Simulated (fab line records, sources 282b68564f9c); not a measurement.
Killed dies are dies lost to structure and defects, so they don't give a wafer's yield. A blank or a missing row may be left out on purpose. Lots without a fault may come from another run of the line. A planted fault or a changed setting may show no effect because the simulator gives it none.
Which tool did it? | flow rit_cmos | 13 lots, 39 wafers sampled, at 3 steps of a route of 202

WHAT THE GAUGES READ, wafer by wafer
RIT_CONTACT_OVL_MEAS_09. Usual: CONTACT_OVL 1.5 nm, standard deviation 1.3.
lot  | measured    | on         | CONTACT_OVL (nm) | flag
L812 | day 3 17:26 | overlay-01 | 3.2 3.0 1.9      |
L816 | day 4 09:32 | overlay-02 | 3.2 3.5 1.4      |
L817 | day 4 14:03 | overlay-02 | 1.5 2.7 2.1      |
L823 | day 5 17:26 | overlay-01 | 0.7 -0.2 1.5     |
L824 | day 6 02:54 | overlay-02 | 0.2 1.8 -0.6     |
L825 | day 6 04:44 | overlay-01 | -0.8 -1.6 -1.3   |
L827 | day 6 14:06 | overlay-01 | 1.0 0.6 0.1      |
L828 | day 6 21:45 | overlay-01 | 0.4 0.7 0.2      |
L829 | day 7 01:17 | overlay-02 | -0.3 0.1 2.4     |
L830 | day 7 07:44 | overlay-01 | 0.5 2.4 1.9      |
L831 | day 7 09:37 | overlay-02 | -1.4 -0.5 2.4    |
L833 | day 8 00:07 | overlay-02 | 1.5 -0.4 0.1     |
L834 | day 8 03:37 | overlay-01 | 0.5 0.9 0.9      |

RIT_M1_OVL_MEAS_10. Usual: M1_OVL -0.4 nm, standard deviation 1.3.
lot  | measured    | on         | M1_OVL (nm)    | flag
L812 | day 3 20:09 | overlay-02 | -2.5 -0.6 -2.0 |
L816 | day 4 12:02 | overlay-01 | 1.3 1.4 0.3    |
L817 | day 4 16:34 | overlay-02 | -0.8 1.1 2.6   |
L823 | day 5 20:16 | overlay-02 | -1.1 -1.0 -1.8 |
L824 | day 6 05:44 | overlay-02 | -1.5 -0.9 -2.5 |
L825 | day 6 07:27 | overlay-02 | -1.0 0.1 0.2   |
L827 | day 6 16:49 | overlay-01 | 0.2 0.3 0.0    |
L828 | day 7 00:57 | overlay-01 | -0.5 -0.3 -1.8 |
L829 | day 7 03:49 | overlay-01 | -1.4 0.1 0.1   |
L830 | day 7 10:22 | overlay-02 | 0.9 -0.8 1.4   |
L831 | day 7 12:10 | overlay-02 | -1.3 0.0 -2.6  |
L833 | day 8 02:45 | overlay-01 | -2.3 -1.3 1.7  |
L834 | day 8 06:08 | overlay-01 | 0.7 0.5 0.4    |

WHICH TOOL RAN EACH LOT (tool, then ch and the chambers of the sampled wafers, then the start)
lot  | RIT_NLDD_EXPOSE_03
L812 | iline_stepper-01 ch 0, day 3 03:33
L816 | iline_stepper-01 ch 0, day 3 22:44
L817 | iline_stepper-02 ch 0, day 4 03:16
L823 | iline_stepper-01 ch 0, day 5 06:35
L824 | iline_stepper-02 ch 0, day 5 15:44
L825 | iline_stepper-02 ch 0, day 5 18:00
L827 | iline_stepper-01 ch 0, day 6 03:17
L828 | iline_stepper-01 ch 0, day 6 10:54
L829 | iline_stepper-01 ch 0, day 6 13:01
L830 | iline_stepper-01 ch 0, day 6 20:49
L831 | iline_stepper-02 ch 0, day 6 22:40
L833 | iline_stepper-01 ch 0, day 7 12:38
L834 | iline_stepper-02 ch 0, day 7 16:49
- RIT_NLDD_EXPOSE_03: exposes mask M7, target cd 40700 nm.

WHAT THE TOOLS THEMSELVES READ (means of the sampled wafers that have a number; where no wafer has one, the mark that the record gives instead)
RIT_NLDD_EXPOSE_03. Usual: stage_vel_mm_s 499.95 mm/s, standard deviation 0.26.
lot  | tool             | stage_vel_mm_s (mm/s) | flag
L812 | iline_stepper-01 | 500.16                |
L816 | iline_stepper-01 | 499.95                |
L817 | iline_stepper-02 | 499.89                |
L823 | iline_stepper-01 | 500.07                |
L824 | iline_stepper-02 | 499.77                |
L825 | iline_stepper-02 | 499.98                |
L827 | iline_stepper-01 | 499.90                |
L828 | iline_stepper-01 | 500.00                |
L829 | iline_stepper-01 | 500.07                |
L830 | iline_stepper-01 | 500.00                |
L831 | iline_stepper-02 | 500.09                |
L833 | iline_stepper-01 | 500.22                |
L834 | iline_stepper-02 | 499.70                |

THE ANSWER, worked out from the rows above alone
Rule: a lot is off if the mean of its wafers that have a number lies more than 3 standard deviations from the usual mean. A lot without any number at a reading at which 4 lots or more have one is off too. The other lots that the step has rows for count as sound. The gauges are gone through in route order, then the tools' own readings, and for those a lot's mean is taken as printed above. The first step at which some lot is off is used, and at that step the reading that is off furthest; a lot without a number counts as furthest.
No lot is off at any reading shown: from this, nothing can be told.

WHAT THE SIMULATOR HAD PUT IN
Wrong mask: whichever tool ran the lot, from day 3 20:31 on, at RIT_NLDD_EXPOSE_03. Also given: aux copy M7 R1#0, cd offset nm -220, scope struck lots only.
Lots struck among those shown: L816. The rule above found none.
